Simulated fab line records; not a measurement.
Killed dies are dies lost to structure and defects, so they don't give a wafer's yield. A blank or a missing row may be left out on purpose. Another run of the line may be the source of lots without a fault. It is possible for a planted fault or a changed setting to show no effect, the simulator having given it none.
Which of the tools did it? | flow berkeleyCmos170 | 45 wafers from 15 lots sampled at 5 of the route's 331 steps

== WHAT THE GAUGES SHOWED, per wafer ==
UCB170_START_THK_MEAS_03.
lot  | measured    | on           | START_OXIDE_THK (nm)
L567 | day 1 14:22 | filmMetro-02 | 20.0 19.9 20.0
L568 | day 1 18:20 | filmMetro-02 | 20.3 20.4 20.2
L569 | day 2 00:59 | filmMetro-03 | 20.0 19.9 20.3
L571 | day 2 11:09 | filmMetro-02 | 20.3 20.6 20.5
L573 | day 2 20:21 | filmMetro-02 | 19.9 19.7 19.9
L574 | day 3 02:22 | filmMetro-04 | 20.2 19.8 19.9
L577 | day 3 17:29 | filmMetro-03 | 20.6 20.8 20.3
L578 | day 3 22:14 | filmMetro-02 | 20.4 19.9 20.3
L580 | day 4 08:00 | filmMetro-02 | 19.2 19.5 19.2
L581 | day 4 15:16 | filmMetro-04 | 22.5 22.4 22.2
L582 | day 4 15:14 | filmMetro-02 | 22.0 21.9 21.8
L584 | day 5 05:10 | filmMetro-03 | 21.7 22.0 22.3
L585 | day 5 08:27 | filmMetro-03 | 20.5 20.7 20.8
L589 | day 6 01:46 | filmMetro-02 | 19.7 19.8 19.5
L590 | day 6 12:34 | filmMetro-03 | 19.9 20.0 20.0

UCB170_NWELL_OVL_MEAS_12.
lot  | measured    | on         | NWELL_OVL (nm)
L567 | day 2 09:39 | overlay-02 | -4 -5 -5
L568 | day 2 14:44 | overlay-01 | -2 6 4
L569 | day 2 18:15 | overlay-02 | 1 -1 4
L571 | day 3 00:01 | overlay-02 | 1 3 -1
L573 | day 3 12:39 | overlay-01 | -4 -4 0
L574 | day 3 18:28 | overlay-01 | 0 6 5
L577 | day 4 07:48 | overlay-02 | 11 10 6
L578 | day 4 15:26 | overlay-01 | 16 16 10
L580 | day 5 03:53 | overlay-01 | 2 -2 3
L581 | day 5 12:27 | overlay-01 | 3 7 1
L582 | day 5 12:41 | overlay-02 | 6 4 0
L584 | day 5 19:53 | overlay-02 | 4 3 9
L585 | day 6 05:26 | overlay-02 | 10 3 5
L589 | day 6 23:54 | overlay-01 | 10 2 10
L590 | day 7 11:33 | overlay-01 | 0 -3 -2

UCB170_PWELL_THK_MEAS_03.
lot  | measured    | on           | PWELL_OXIDE_THK (nm)
L567 | day 3 01:42 | filmMetro-02 | 25.8 26.0 26.2
L568 | day 3 01:43 | filmMetro-04 | 25.8 26.0 26.3
L569 | day 3 08:28 | filmMetro-02 | 27.3 27.0 26.8
L571 | day 3 08:28 | filmMetro-04 | 26.3 26.4 26.2
L573 | day 3 23:40 | filmMetro-04 | 25.6 26.1 25.5
L574 | day 4 03:52 | filmMetro-02 | 27.3 27.3 26.6
L577 | day 4 17:47 | filmMetro-01 | 26.5 26.7 26.4
L578 | day 5 01:53 | filmMetro-01 | 26.8 26.7 26.3
L580 | day 5 13:58 | filmMetro-02 | 26.4 26.5 26.4
L581 | day 5 22:47 | filmMetro-04 | 27.1 27.3 27.0
L582 | day 5 22:46 | filmMetro-02 | 26.2 26.6 26.7
L584 | day 6 08:05 | filmMetro-01 | 25.9 26.4 26.0
L585 | day 6 15:46 | filmMetro-01 | 25.5 26.0 26.0
L589 | day 7 11:01 | filmMetro-01 | 27.0 26.4 27.3
L590 | day 8 01:16 | filmMetro-01 | 26.0 26.3 26.0

UCB170_ACTIVE_THK_MEAS_03.
lot  | measured    | on           | ACTIVE_OXIDE_THK (nm)
L567 | day 4 03:44 | filmMetro-04 | 25.8 25.7 25.9
L568 | day 4 03:44 | filmMetro-03 | 26.8 26.2 26.2
L569 | day 4 15:21 | filmMetro-02 | 26.6 26.6 26.3
L571 | day 4 15:25 | filmMetro-03 | 26.5 26.5 26.5
L573 | day 5 04:55 | filmMetro-03 | 26.4 25.7 25.9
L574 | day 5 04:55 | filmMetro-02 | 26.7 26.7 26.3
L577 | day 5 23:53 | filmMetro-03 | 25.9 25.9 26.1
L578 | day 6 13:35 | filmMetro-03 | 25.9 26.0 25.8
L580 | day 7 03:44 | filmMetro-02 | 26.7 27.1 26.8
L581 | day 7 03:44 | filmMetro-04 | 25.7 25.6 26.1
L582 | day 7 03:46 | filmMetro-04 | 26.3 26.3 26.0
L584 | day 7 09:12 | filmMetro-04 | 26.0 26.4 26.7
L585 | day 7 16:00 | filmMetro-02 | 26.4 26.4 26.4
L589 | day 8 21:03 | filmMetro-02 | 26.4 25.8 26.6
L590 | day 9 05:00 | filmMetro-04 | 27.2 26.7 26.8

== WHICH TOOL RAN EACH LOT (tool, then ch and the chambers of the sampled wafers, then the start) ==
lot  | UCB170_START_OXIDATION_02
L567 | furnace-03 ch 0, day 1 12:52
L568 | furnace-04 ch 0, day 1 16:49
L569 | furnace-04 ch 0, day 1 23:29
L571 | furnace-03 ch 0, day 2 09:39
L573 | furnace-01 ch 0, day 2 18:50
L574 | furnace-01 ch 0, day 3 00:52
L577 | furnace-04 ch 0, day 3 15:59
L578 | furnace-01 ch 0, day 3 20:44
L580 | furnace-03 ch 0, day 4 06:28
L581 | furnace-03 ch 0, day 4 13:44
L582 | furnace-03 ch 0, day 4 13:44
L584 | furnace-03 ch 0, day 5 03:40
L585 | furnace-04 ch 0, day 5 06:57
L589 | furnace-01 ch 0, day 6 00:16
L590 | furnace-04 ch 0, day 6 10:44
- UCB170_START_OXIDATION_02: target thk 20 nm, ox time 1800 s.

== AS READ BY THE TOOLS THEMSELVES (means over the sampled wafers that have a number; for cases with no such wafer, the mark the record gives instead) ==
The record holds no such reading with a usual standard deviation.

== THE ANSWER, worked out from the rows above alone ==
Rule: the usual values come from the lots themselves. Put in order of their means at a reading, lots are off if they are a third of the lots or fewer, leave a main group of 4 or more, and stand apart from it by a gap of 3 or more times the standard deviation of the main group's means; of several such gaps the widest counts. The tables above print the reading to a certain number of digits; a main group whose means all agree to those digits is not used. Also off: a lot with no number at a reading for which 4 or more lots have one. The other lots that the step has rows for count as sound. Order of review: gauges by route order, followed by the tools' own readings, for which a lot's mean as printed above is used. At the first step where some lot is off, the reading lying furthest off is the one used; lots without a number count as furthest.
Off: L581, L582, L584, at UCB170_START_THK_MEAS_03 (START_OXIDE_THK). Mean 20.1 nm and standard deviation 0.37 in the main group.
If a tool, at a process step before that reading, ran all the lots that are off and no sound lot after the first of them, it fits. The gauges at UCB170_START_THK_MEAS_03 are tried like those tools. One fits: UCB170_START_OXIDATION_02 on furnace-03. Its last sound lot is L580 (day 4 06:28), its first lot that is off L581 (day 4 13:44): a fault that began between those two fits.

== WHAT THE SIMULATOR PUT IN ==
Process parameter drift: furnace-03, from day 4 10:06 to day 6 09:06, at UCB170_START_OXIDATION_02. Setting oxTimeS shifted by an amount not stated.
Lots struck among those shown: L582, L581, L584. The same result came from the rule above.
